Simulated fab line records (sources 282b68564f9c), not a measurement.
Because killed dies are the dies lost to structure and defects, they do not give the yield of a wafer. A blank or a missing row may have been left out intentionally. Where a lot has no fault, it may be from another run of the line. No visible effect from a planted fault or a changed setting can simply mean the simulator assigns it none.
Split-lot study | flow rit_cmos | route with 202 steps; 5 lots, 23 wafers read

## THE SPLIT
At RIT_PRETRO_IMPLANT_08, the setting dose_cm2 was moved away from the recipe's 1.2e+13 on 11 of the 23 wafers read, by -5.8% to +4.4%. The other wafers ran this setting at the recipe's value.

## SPLIT TO READING: what lies between them in the file, 1 step
- RIT_PRETRO_STRIP_09: strips in O2, time 180 s

## THE READING
PRETRO_TW, at RIT_PRETRO_TW_MEAS_10. A value of 474 with a standard deviation of 3.5 is what fault-free wafers of this fab line usually give.

wafer  | tool, chamber at the split | dose_cm2 as run | against the recipe | PRETRO_TW | against lot-mates on the recipe
L074.1 | implanter-02, 0            | 1.2e+13         | recipe             | 482       | -
L074.2 | implanter-02, 0            | 1.144e+13       | -4.7%              | 474       | -7
L074.3 | implanter-02, 0            | 1.2e+13         | recipe             | 480       | -
L074.4 | implanter-02, 0            | 1.144e+13       | -4.7%              | 474       | -7
L074.6 | implanter-02, 0            | 1.2e+13         | recipe             | 482       | -
L077.1 | implanter-01, 0            | 1.131e+13       | -5.8%              | 462       | -10
L077.2 | implanter-01, 0            | 1.2e+13         | recipe             | 472       | -
L077.4 | implanter-01, 0            | 1.131e+13       | -5.8%              | 462       | -10
L077.5 | implanter-01, 0            | 1.2e+13         | recipe             | 473       | -
L077.6 | implanter-01, 0            | 1.131e+13       | -5.8%              | 464       | -8
L078.1 | implanter-01, 0            | 1.2e+13         | recipe             | 470       | -
L078.2 | implanter-01, 0            | 1.2e+13         | recipe             | 472       | -
L078.6 | implanter-01, 0            | 1.2e+13         | recipe             | 471       | -
L080.1 | implanter-01, 0            | 1.2e+13         | recipe             | 478       | -
L080.2 | implanter-01, 0            | 1.2e+13         | recipe             | 476       | -
L080.3 | implanter-01, 0            | 1.25e+13        | +4.2%              | 482       | +5
L080.4 | implanter-01, 0            | 1.25e+13        | +4.2%              | 482       | +5
L080.5 | implanter-01, 0            | 1.25e+13        | +4.2%              | 482       | +5
L084.1 | implanter-03, 0            | 1.253e+13       | +4.4%              | 483       | +6
L084.2 | implanter-03, 0            | 1.253e+13       | +4.4%              | 484       | +6
L084.3 | implanter-03, 0            | 1.2e+13         | recipe             | 477       | -
L084.4 | implanter-03, 0            | 1.253e+13       | +4.4%              | 485       | +8
L084.6 | implanter-03, 0            | 1.2e+13         | recipe             | 478       | -

THE FIT
A straight line over all 23 wafers: PRETRO_TW changes by +1.7 for each +1% of dose_cm2; r = +0.84; the points scatter about the line by 3.9.
The same after taking each lot's own level away (the mean of its wafers on the recipe; 23 wafers): +1.53 for each +1%; r = +0.98; scatter 0.94.
The reading moves by 8.8 for the largest change in dose_cm2, on that fit.
The span of the lots' own levels, 471.0 to 481.3, comes to 3.0 times the standard deviation stated above.
So the slope is not independent of the lot-to-lot level: the two fits are not the same.
Check: with one of the wafers moved furthest among these (-5.8%) left out of the fit, the line predicts -8.85 for it against its lot-mates. It came out at -10.5 against them.

## THE OTHER SPLITS THESE WAFERS WENT THROUGH
Other splits were also applied to these wafers ahead of the reading. Each is held against what the fit with the lots' levels taken away leaves over:
other split on the same wafers   | wafers away from the commonest value | r with PRETRO_TW (lot level and that fit taken away)
RIT_ACTIVE_OXIDATION_01 temp_c   | 15                                   | -0.06
RIT_ACTIVE_COAT_06 resist_thk_nm | 5                                    | +0.19
RIT_FOX1_OXIDATION_00 ox_time_s  | 15                                   | +0.00
RIT_NWELL_COAT_01 spin_rpm       | 5                                    | +0.38
RIT_NWELL_IMPLANT_08 dose_cm2    | 6                                    | -0.07
RIT_PWELL_DEVELOP_05 dev_temp_c  | 8                                    | -0.20

## THE FILE'S OWN FIT
PRETRO_TW changes by +1.57 for each +1% of dose_cm2, r = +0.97.
